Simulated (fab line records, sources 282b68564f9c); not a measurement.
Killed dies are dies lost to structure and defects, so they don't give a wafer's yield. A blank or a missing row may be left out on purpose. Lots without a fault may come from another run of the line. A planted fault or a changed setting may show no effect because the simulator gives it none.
fab line records | flow rit_cmos
record lots=14 wafers=42 last_day=7
route steps=202 shown SILICIDE@162
lots that met no fault: from a run of the same line without faults
start_h: hours from the record's first day to the start of the lot's first wafer shown | wait_h: hours since the lot's step before | " the same as in the row above | L1.1+2: a row that stands for several wafers | - no value, or no start given | * or withheld: withheld | < > ~ a bound
route shown NAME@n: a module of which the file shows steps, and the number in the route of the first | usual: mean/standard deviation of fault-free wafers | same: alike in all rows | chamber/n: place in a boat | sites: the reading at each site | _std_site: their standard deviation | _edge_site: outer sites' mean less inner sites' | radius_mm: how far each site lies from the wafer's centre | mask NAME#n: copy n | behind: the tool/chamber that last shaped the wafer | hold: why the lot was held/for how many hours/how that ended | device: the transistor (n, p or np) that didn't switch | end of line: the same wafers' tests at the end of the route | a step without rows: its recipe alone | killed: dies lost to structure and defects at the first sort, not the wafer's yield | map: a wafer's dies, x killed, . not, _ none there
set.NAME: the setting as run; set.NAME@STEP: as run at that earlier step | model.NAME: the simulator's own value behind a step, which no gauge read
steps of the route over a sample of lots; a table a step, a row a wafer
services: from which hour (start_h, from the record's first day; less than 0 if before it) a tool's chamber was out of use, for how many hours, and why
## steps
# step RIT_SILICIDE_SPUTTER_01
# recipe material=Ti target_thk_nm=30 power_w=350 chamber_pressure_pa=0.667 gas=Ar time_s=240 substrate_temp_c=25
# usual cathode_dc_power_W=349.99/0.069 chamber_pressure_pa=0.6671/0.0013 throttle_valve_pct=30.0/0.58
# columns lot.wafer tool chamber start_h wait_h cathode_dc_power_W chamber_pressure_pa throttle_valve_pct
L770.2 pvd_sputter-03 - 49.93 0.0 349.96 0.6672 30.1
L770.3 " - " " 349.95 0.6645 30.2
L770.5 " - " " 350.05 0.6689 29.8
L771.3 pvd_sputter-01 - 55.72 0.0 349.98 0.6663 30.2
L771.5 " - " " 350.17 0.6678 30.2
L771.6 " - " " 349.93 0.6654 29.1
L772.1 pvd_sputter-03 - 59.54 0.0 350.04 0.6686 30.1
L772.4 " - " " 350.05 0.6677 30.2
L772.6 " - " " 350.03 0.6669 30.2
L773.1 pvd_sputter-01 - 64.92 0.0 349.88 0.6673 29.2
L773.5 " - " " 349.84 0.6660 29.2
L773.6 " - " " 349.90 0.6682 30.5
L774.4 pvd_sputter-03 - 69.15 0.0 350.03 0.6685 30.6
L774.5 " - " " 350.01 0.6666 30.3
L774.6 " - " " 349.86 0.6685 30.3
L775.1 pvd_sputter-01 - 75.44 0.0 349.99 0.6679 30.3
L775.2 " - " " 349.94 0.6676 29.2
L775.4 " - " " 349.97 0.6686 29.2
L776.1 pvd_sputter-03 - 81.07 0.0 350.05 0.6659 30.2
L776.2 " - " " 349.92 0.6662 29.8
L776.3 " - " " 349.99 0.6676 30.5
L779.1 pvd_sputter-01 - 95.71 0.0 350.03 0.6648 29.0
L779.4 " - " " 280.19 0.6697 30.3
L779.6 " - " " 349.93 0.6646 29.5
L781.1 pvd_sputter-01 - 104.72 0.0 280.23 0.6683 30.4
L781.5 " - " " 280.21 0.6676 30.4
L781.6 " - " " 350.01 0.6667 29.3
L787.3 pvd_sputter-03 - 136.27 0.0 349.93 0.6678 30.1
L787.4 " - " " 350.05 0.6684 30.2
L787.6 " - " " 349.98 0.6665 30.5
L789.3 pvd_sputter-03 - 144.39 0.0 349.91 0.6651 30.2
L789.5 " - " " 350.07 0.6684 29.9
L789.6 " - " " 350.02 0.6679 30.2
L790.1 pvd_sputter-03 - 149.80 0.0 349.94 0.6662 30.0
L790.2 " - " " 350.03 0.6655 30.5
L790.6 " - " " 350.09 0.6652 30.3
L791.1 pvd_sputter-04 - 155.52 0.0 350.08 0.6665 28.4
L791.3 " - " " 349.96 0.6676 27.9
L791.6 " - " " 349.99 0.6679 28.8
L793.3 pvd_sputter-03 - 169.85 0.0 349.96 0.6668 30.0
L793.4 " - " " 349.93 0.6658 30.1
L793.6 " - " " 350.02 0.6688 30.4
# step RIT_SILICIDE_RS_MEAS_02
# recipe thk_meas_gauge=four-point-probe reads=Ti_of_SILICIDE_SPUTTER_01
# usual SILICIDE_TI_RS=47.9/0.77
# columns lot.wafer tool chamber start_h wait_h SILICIDE_TI_RS[ohm/sq]
L770.2 film_metro-01 - 50.10 0.1 49.2
L770.3 " - " " 48.4
L770.5 " - " " 49.2
L771.3 film_metro-03 - 55.91 0.1 48.0
L771.5 " - " " 49.1
L771.6 " - " " 47.4
L772.1 film_metro-02 - 59.69 0.1 49.2
L772.4 " - " " 48.4
L772.6 " - " " 48.5
L773.1 film_metro-02 - 65.07 0.1 47.0
L773.5 " - " " 47.4
L773.6 " - " " 48.1
L774.4 film_metro-02 - 69.36 0.1 47.0
L774.5 " - " " 47.0
L774.6 " - " " 46.9
L775.1 film_metro-01 - 75.59 0.1 47.6
L775.2 " - " " 46.8
L775.4 " - " " 47.4
L776.1 film_metro-02 - 81.22 0.1 49.2
L776.2 " - " " 49.9
L776.3 " - " " 48.6
L779.1 film_metro-02 - 95.86 0.1 47.8
L779.4 " - " " 63.8
L779.6 " - " " 47.6
L781.1 film_metro-03 - 104.87 0.1 63.6
L781.5 " - " " 63.8
L781.6 " - " " 46.6
L787.3 film_metro-01 - 136.46 0.1 47.9
L787.4 " - " " 47.1
L787.6 " - " " 46.8
L789.3 film_metro-02 - 144.58 0.1 48.0
L789.5 " - " " 48.5
L789.6 " - " " 48.9
L790.1 film_metro-01 - 149.95 0.1 49.4
L790.2 " - " " 47.7
L790.6 " - " " 47.6
L791.1 film_metro-01 - 155.67 0.1 46.9
L791.3 " - " " 47.8
L791.6 " - " " 46.9
L793.3 film_metro-01 - 170.04 0.1 48.7
L793.4 " - " " 47.1
L793.6 " - " " 48.7
# step RIT_SILICIDE_THK_MEAS_03
# recipe thk_meas_gauge=xrf reads=Ti_of_SILICIDE_SPUTTER_01
# usual SILICIDE_TI_THK=30.2/0.44
# columns lot.wafer tool chamber start_h wait_h SILICIDE_TI_THK[nm]
L770.2 film_metro-01 - 50.21 0.1 29.6
L770.3 " - " " 29.9
L770.5 " - " " 29.6
L771.3 film_metro-03 - 56.01 0.1 30.2
L771.5 " - " " 29.7
L771.6 " - " " 30.6
L772.1 film_metro-02 - 59.81 0.1 29.5
L772.4 " - " " 29.8
L772.6 " - " " 29.7
L773.1 film_metro-02 - 65.19 0.1 30.4
L773.5 " - " " 30.4
L773.6 " - " " 30.0
L774.4 film_metro-02 - 69.45 0.1 30.5
L774.5 " - " " 30.5
L774.6 " - " " 30.7
L775.1 film_metro-01 - 75.71 0.1 30.5
L775.2 " - " " 30.7
L775.4 " - " " 30.5
L776.1 film_metro-02 - 81.34 0.1 29.4
L776.2 " - " " 29.0
L776.3 " - " " 29.6
L779.1 film_metro-02 - 95.98 0.1 30.1
L779.4 " - " " 23.9
L779.6 " - " " 30.2
L781.1 film_metro-03 - 104.99 0.1 24.2
L781.5 " - " " 24.2
L781.6 " - " " 31.0
L787.3 film_metro-01 - 136.56 0.1 30.2
L787.4 " - " " 30.7
L787.6 " - " " 30.9
L789.3 film_metro-02 - 144.68 0.1 30.0
L789.5 " - " " 29.7
L789.6 " - " " 29.6
L790.1 film_metro-01 - 150.07 0.1 29.4
L790.2 " - " " 30.3
L790.6 " - " " 30.3
L791.1 film_metro-01 - 155.79 0.1 30.6
L791.3 " - " " 30.2
L791.6 " - " " 30.6
L793.3 film_metro-01 - 170.14 0.1 29.8
L793.4 " - " " 30.6
L793.6 " - " " 29.8
## services
# columns tool chamber start_h hours kind
pvd_sputter-04 - 53.40 2.1 repair
pvd_sputter-03 - 126.64 7.1 repair
pvd_sputter-01 - 149.52 9.6 repair
## key
first_sign step=RIT_SILICIDE_SPUTTER_01 reading=cathode_dc_power_W direction=down sigmas=99+ usual=349.99 struck=280.21
effect step=RIT_SILICIDE_RS_MEAS_02 reading=SILICIDE_TI_RS direction=up sigmas=20 usual=47.9 struck=63.7
effect step=RIT_SILICIDE_THK_MEAS_03 reading=SILICIDE_TI_THK direction=down sigmas=14 usual=30.2 struck=24.1
met_at RIT_SILICIDE_SPUTTER_01
struck_lots L779,L781
struck_wafers L779.4,L781.1,L781.5
tester_left_out L779,L781
onset_between 75.44 95.71
fault kind=process_parameter_drift tool=pvd_sputter-01 chamber=- onset_h=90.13 steps=RIT_SILICIDE_SPUTTER_01 channel=power_w offset=-69.899 shape=step end_h=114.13 stated=350 scope=struck_wafers_only
# tester_left_out: of these lots the tester's yield and bins aren't shown, on N5 and GAA mostly nor the transistor test; their killed dies are dies lost to structure and defects alone, not to doping, threshold or leakage, so they don't give the yield
